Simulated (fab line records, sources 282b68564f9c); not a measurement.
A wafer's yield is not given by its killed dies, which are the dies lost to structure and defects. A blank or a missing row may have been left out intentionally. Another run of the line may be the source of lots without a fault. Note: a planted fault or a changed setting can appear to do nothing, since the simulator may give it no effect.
Which tool did it? | flow ritCmos | 15 lots, 45 wafers sampled, at 5 steps of a route of 202

WHAT THE GAUGES READ, wafer by wafer
RIT_NRETRO_TW_MEAS_10. Usual: NRETRO_TW 1056, standard deviation 18.
lot  | measured    | on           | NRETRO_TW      | flag
L204 | day 2 06:58 | filmMetro-03 | 1084 1087 1078 | 
L205 | day 2 11:16 | filmMetro-02 | 1056 1058 1057 | 
L206 | day 2 15:47 | filmMetro-01 | 1033 1030 1027 | 
L207 | day 2 20:58 | filmMetro-03 | 1075 1080 1082 | 
L209 | day 3 07:07 | filmMetro-02 | 1047 1040 1044 | 
L216 | day 4 19:55 | filmMetro-03 | 1073 1070 1068 | 
L217 | day 4 23:59 | filmMetro-03 | 1070 1067 1067 | 
L219 | day 5 09:59 | filmMetro-02 | 1056 1057 1046 | 
L220 | day 5 13:31 | filmMetro-03 | 1082 1084 1077 | 
L222 | day 6 00:07 | filmMetro-01 | 1035 1035 1034 | 
L223 | day 6 04:37 | filmMetro-02 | 1054 1061 1052 | 
L224 | day 6 09:50 | filmMetro-03 | 1079 1079 1082 | 
L225 | day 6 15:02 | filmMetro-02 | 1057 1050 1056 | 
L226 | day 6 20:14 | filmMetro-01 | 1033 1035 1027 | 
L227 | day 7 01:11 | filmMetro-01 | 1030 1032 1031 | 

RIT_GATE_CD_MEAS_16: target cd 150 nm. Usual: cdNm reads 148.9 nm (standard deviation 2.4).
lot  | measured    | on       | cdNm (nm)         | flag
L204 | day 2 13:41 | cdSem-02 | 152.3 152.9 152.1 | 
L205 | day 2 20:35 | cdSem-02 | 149.2 147.6 148.1 | 
L206 | day 2 22:05 | cdSem-02 | 62.3 63.1 62.9    | OFF
L207 | day 3 03:55 | cdSem-01 | 79.2 79.3 77.8    | OFF
L209 | day 3 14:28 | cdSem-01 | 91.4 94.9 94.0    | OFF
L216 | day 5 01:55 | cdSem-01 | 147.3 146.1 148.0 | 
L217 | day 5 06:19 | cdSem-02 | 147.5 148.5 146.2 | 
L219 | day 5 16:04 | cdSem-01 | 145.1 144.8 145.4 | 
L220 | day 5 20:05 | cdSem-02 | 150.2 147.0 147.2 | 
L222 | day 6 06:07 | cdSem-02 | 147.1 147.0 145.9 | 
L223 | day 6 11:07 | cdSem-01 | 147.8 148.4 149.9 | 
L224 | day 6 16:04 | cdSem-02 | 148.2 148.4 146.8 | 
L225 | day 6 22:34 | cdSem-02 | 147.1 145.1 148.2 | 
L226 | day 7 02:16 | cdSem-01 | 152.6 151.3 154.2 | 
L227 | day 7 07:17 | cdSem-02 | 149.4 150.4 149.3 | 

EACH LOT AND THE TOOL THAT RAN IT (in order: tool; ch and the chambers of the sampled wafers; start)
lot  | RIT_NWELL_STRIP_09                 | RIT_PWELL_STRIP_09                 | RIT_GATE_COAT_11
L204 | plasmaAsher-01 ch 1, day 1 22:07   | plasmaAsher-01 ch 0,1, day 1 23:47 | lithoTrack-04 ch 0, day 2 12:49
L205 | plasmaAsher-04 ch 0,1, day 2 02:29 | plasmaAsher-04 ch 0,1, day 2 04:02 | lithoTrack-04 ch 0, day 2 16:43
L206 | plasmaAsher-01 ch 0,1, day 2 06:54 | plasmaAsher-01 ch 0,1, day 2 08:46 | lithoTrack-04 ch 0, day 2 21:17
L207 | plasmaAsher-01 ch 0,1, day 2 11:44 | plasmaAsher-01 ch 0,1, day 2 13:17 | lithoTrack-04 ch 0, day 3 03:11
L209 | plasmaAsher-01 ch 0,1, day 2 21:41 | plasmaAsher-04 ch 0,1, day 2 23:22 | lithoTrack-04 ch 0, day 3 13:38
L216 | plasmaAsher-04 ch 0,1, day 4 11:01 | plasmaAsher-04 ch 0,1, day 4 12:34 | lithoTrack-02 ch 0, day 5 01:13
L217 | plasmaAsher-01 ch 0,1, day 4 15:07 | plasmaAsher-04 ch 0,1, day 4 16:47 | lithoTrack-01 ch 0, day 5 05:29
L219 | plasmaAsher-03 ch 0,1, day 5 01:13 | plasmaAsher-02 ch 0,1, day 5 02:54 | lithoTrack-02 ch 0, day 5 15:21
L220 | plasmaAsher-01 ch 0,1, day 5 04:50 | plasmaAsher-02 ch 0,1, day 5 06:27 | lithoTrack-01 ch 0, day 5 19:23
L222 | plasmaAsher-03 ch 0,1, day 5 15:07 | plasmaAsher-01 ch 1, day 5 16:47   | lithoTrack-01 ch 0, day 6 05:25
L223 | plasmaAsher-04 ch 0,1, day 5 19:34 | plasmaAsher-04 ch 0,1, day 5 21:22 | lithoTrack-02 ch 0, day 6 10:23
L224 | plasmaAsher-04 ch 0,1, day 6 01:14 | plasmaAsher-04 ch 0,1, day 6 02:47 | lithoTrack-01 ch 0, day 6 15:22
L225 | plasmaAsher-01 ch 0,1, day 6 05:44 | plasmaAsher-02 ch 0,1, day 6 07:25 | lithoTrack-04 ch 0, day 6 21:52
L226 | plasmaAsher-03 ch 0,1, day 6 11:30 | plasmaAsher-01 ch 0,1, day 6 13:11 | lithoTrack-04 ch 0, day 7 01:34
L227 | plasmaAsher-01 ch 0,1, day 6 15:56 | plasmaAsher-02 ch 1, day 6 17:39   | lithoTrack-02 ch 0, day 7 06:35
- RIT_NWELL_STRIP_09: strips in O2, time 180 s.
- RIT_PWELL_STRIP_09: strips in O2, time 180 s.
- RIT_GATE_COAT_11: resist thk 850 nm.

AS READ BY THE TOOLS THEMSELVES (means over the sampled wafers that have a number; for cases with no such wafer, the mark the record gives instead)
RIT_NWELL_STRIP_09. Usual: drypumpMotorCurrentA reads 5.5 A (standard deviation 0.52).
lot  | tool           | drypumpMotorCurrentA (A) | flag
L204 | plasmaAsher-01 | 4.8                      | 
L205 | plasmaAsher-04 | 5.4                      | 
L206 | plasmaAsher-01 | 5.7                      | 
L207 | plasmaAsher-01 | 5.7                      | 
L209 | plasmaAsher-01 | 5.3                      | 
L216 | plasmaAsher-04 | 5.3                      | 
L217 | plasmaAsher-01 | 5.7                      | 
L219 | plasmaAsher-03 | 5.7                      | 
L220 | plasmaAsher-01 | 5.3                      | 
L222 | plasmaAsher-03 | 5.7                      | 
L223 | plasmaAsher-04 | 5.3                      | 
L224 | plasmaAsher-04 | 5.3                      | 
L225 | plasmaAsher-01 | 5.7                      | 
L226 | plasmaAsher-03 | 5.7                      | 
L227 | plasmaAsher-01 | 5.7                      | 

RIT_PWELL_STRIP_09. Usual: drypumpMotorCurrentA reads 5.5 A (standard deviation 0.39).
lot  | tool           | drypumpMotorCurrentA (A) | flag
L204 | plasmaAsher-01 | 5.7                      | 
L205 | plasmaAsher-04 | 5.3                      | 
L206 | plasmaAsher-01 | 5.3                      | 
L207 | plasmaAsher-01 | 5.3                      | 
L209 | plasmaAsher-04 | 5.3                      | 
L216 | plasmaAsher-04 | 5.3                      | 
L217 | plasmaAsher-04 | 5.5                      | 
L219 | plasmaAsher-02 | 5.6                      | 
L220 | plasmaAsher-02 | 5.7                      | 
L222 | plasmaAsher-01 | 4.8                      | 
L223 | plasmaAsher-04 | 5.3                      | 
L224 | plasmaAsher-04 | 5.4                      | 
L225 | plasmaAsher-02 | 5.6                      | 
L226 | plasmaAsher-01 | 5.2                      | 
L227 | plasmaAsher-02 | 5.4                      | 

RIT_GATE_COAT_11. Usual: chillPlateTempC reads 23.00 C (standard deviation 0.097).
lot  | tool          | chillPlateTempC (C) | flag
L204 | lithoTrack-04 | 23.11               | 
L205 | lithoTrack-04 | 22.86               | 
L206 | lithoTrack-04 | 22.96               | 
L207 | lithoTrack-04 | 22.87               | 
L209 | lithoTrack-04 | 23.04               | 
L216 | lithoTrack-02 | 22.95               | 
L217 | lithoTrack-01 | 22.94               | 
L219 | lithoTrack-02 | 23.00               | 
L220 | lithoTrack-01 | 23.03               | 
L222 | lithoTrack-01 | 22.97               | 
L223 | lithoTrack-02 | 22.97               | 
L224 | lithoTrack-01 | 22.90               | 
L225 | lithoTrack-04 | 23.19               | 
L226 | lithoTrack-04 | 22.96               | 
L227 | lithoTrack-02 | 23.02               | 

THE ANSWER, worked out from the rows above alone
Rule: take the mean of a lot's wafers that have a number; if it is more than 3 standard deviations from the usual mean, the lot is off. A lot without any number at a reading at which 4 lots or more have one is off too. Where the step has rows for the other lots, those lots are counted as sound. The gauges are gone through in route order, then the tools' own readings, and for those a lot's mean is taken as printed above. At the first step where some lot is off, the reading lying furthest off is the one used; lots without a number count as furthest.
Off, at RIT_GATE_CD_MEAS_16 on cdNm: L206, L207, L209.
If a tool, at a process step before that reading, ran all the lots that are off and no sound lot after the first of them, it fits. Gauges at RIT_GATE_CD_MEAS_16: tried the same way as those tools. No candidate that was tried fits.

WHAT HAD BEEN PUT IN BY THE SIMULATOR
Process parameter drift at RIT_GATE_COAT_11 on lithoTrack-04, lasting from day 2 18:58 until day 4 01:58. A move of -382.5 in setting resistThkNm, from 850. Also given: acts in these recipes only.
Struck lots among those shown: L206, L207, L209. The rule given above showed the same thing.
